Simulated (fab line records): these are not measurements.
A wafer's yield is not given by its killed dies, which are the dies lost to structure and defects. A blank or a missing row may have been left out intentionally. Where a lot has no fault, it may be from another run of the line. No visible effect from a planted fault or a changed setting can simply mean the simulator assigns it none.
A sampling plan put to the test + flow berkeley cmos170 + one line in one fab, 10 faults in these records, each fault weighed on the records of the lots it struck
Plan = the line's own looks (route steps where a gauge or an inspection reads the wafer without altering it). A look is open to judgement when struck wafers have a number at it and the file gives its usual mean and standard deviation on fault-free wafers. Caught: at a look after the fault's first step, the mean of the struck wafers lies 4 or more of those standard deviations (sigma) from the usual mean. On the tool: here the same test is run on the tool's own readings at the fault's steps. Another recipe on the struck wafers, or a record that is blank for them alone, also counts as caught.

## THE FAULTS, as the simulator had put them in
1. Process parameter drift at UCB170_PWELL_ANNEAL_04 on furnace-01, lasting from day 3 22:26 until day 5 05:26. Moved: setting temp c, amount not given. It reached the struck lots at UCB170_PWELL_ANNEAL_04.
2. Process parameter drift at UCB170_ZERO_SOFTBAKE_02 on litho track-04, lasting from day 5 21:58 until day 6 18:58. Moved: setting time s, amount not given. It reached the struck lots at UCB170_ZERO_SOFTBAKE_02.
3. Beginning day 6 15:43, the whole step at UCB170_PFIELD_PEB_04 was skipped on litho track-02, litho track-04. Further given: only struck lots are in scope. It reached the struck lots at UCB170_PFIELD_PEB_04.
4. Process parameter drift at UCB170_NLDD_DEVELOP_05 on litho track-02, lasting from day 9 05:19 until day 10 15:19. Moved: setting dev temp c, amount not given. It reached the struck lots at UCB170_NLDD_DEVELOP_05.
5. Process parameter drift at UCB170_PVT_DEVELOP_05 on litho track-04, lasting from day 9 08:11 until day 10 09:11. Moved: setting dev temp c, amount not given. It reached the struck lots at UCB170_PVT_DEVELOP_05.
6. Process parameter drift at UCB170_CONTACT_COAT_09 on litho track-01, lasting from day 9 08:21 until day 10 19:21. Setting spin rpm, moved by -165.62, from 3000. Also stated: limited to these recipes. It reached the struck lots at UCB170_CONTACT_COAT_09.
7. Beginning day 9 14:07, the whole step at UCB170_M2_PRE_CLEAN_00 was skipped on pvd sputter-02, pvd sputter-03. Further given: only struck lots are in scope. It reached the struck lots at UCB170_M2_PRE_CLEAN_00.
8. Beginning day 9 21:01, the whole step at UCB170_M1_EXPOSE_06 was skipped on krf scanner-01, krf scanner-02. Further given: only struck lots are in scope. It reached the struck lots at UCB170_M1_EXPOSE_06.
9. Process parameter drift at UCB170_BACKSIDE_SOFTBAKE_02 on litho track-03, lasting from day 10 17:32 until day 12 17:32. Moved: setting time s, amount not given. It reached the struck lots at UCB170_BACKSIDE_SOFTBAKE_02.
10. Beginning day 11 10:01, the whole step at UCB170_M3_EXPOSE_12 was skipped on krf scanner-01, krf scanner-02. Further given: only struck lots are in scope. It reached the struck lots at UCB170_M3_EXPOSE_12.

## WHAT THE PLAN SAW
| fault | on the tool itself                               | first look that catches it                      | reading, sigma | median hours from its first step to that look | hours from the fault's start to the first struck lot there | judged looks passed uncaught |
|-------|--------------------------------------------------|-------------------------------------------------|----------------|-----------------------------------------------|------------------------------------------------------------|------------------------------|
| 1     | tube center temp C +99 or beyond sigma           | not the one look that can be judged after it    | -              | -                                             | -                                                          | 1                            |
| 2     | run length s +88 sigma                           | none of the 2 looks that can be judged after it | -              | -                                             | -                                                          | 2                            |
| 3     | the tool's record is blank for the struck wafers | not the one look that can be judged after it    | -              | -                                             | -                                                          | 1                            |
| 4     | developer temp C +7.1 sigma                      | no look after it can be judged                  | -              | -                                             | -                                                          | 0                            |
| 5     | developer temp C -17 sigma                       | none of the 2 looks that can be judged after it | -              | -                                             | -                                                          | 2                            |
| 6     | spin speed rpm -79 sigma                         | no look after it can be judged                  | -              | -                                             | -                                                          | 0                            |
| 7     | the tool's record is blank for the struck wafers | no look after it can be judged                  | -              | -                                             | -                                                          | 0                            |
| 8     | no reading that can be judged                    | no look after it can be judged                  | -              | -                                             | -                                                          | 0                            |
| 9     | run length s +46 sigma                           | no look after it can be judged                  | -              | -                                             | -                                                          | 0                            |
| 10    | no reading that can be judged                    | no look after it can be judged                  | -              | -                                             | -                                                          | 0                            |
A dash: the fault isn't caught, or these records don't give the number.

Caught at a look: 0 of 10. Caught on the tool: 8 of 10. By one or the other: 8 of 10.
Caught on the tool alone: faults 1, 2, 3, 4, 5, 6, 7, 9.
Caught by neither: faults 8, 10.
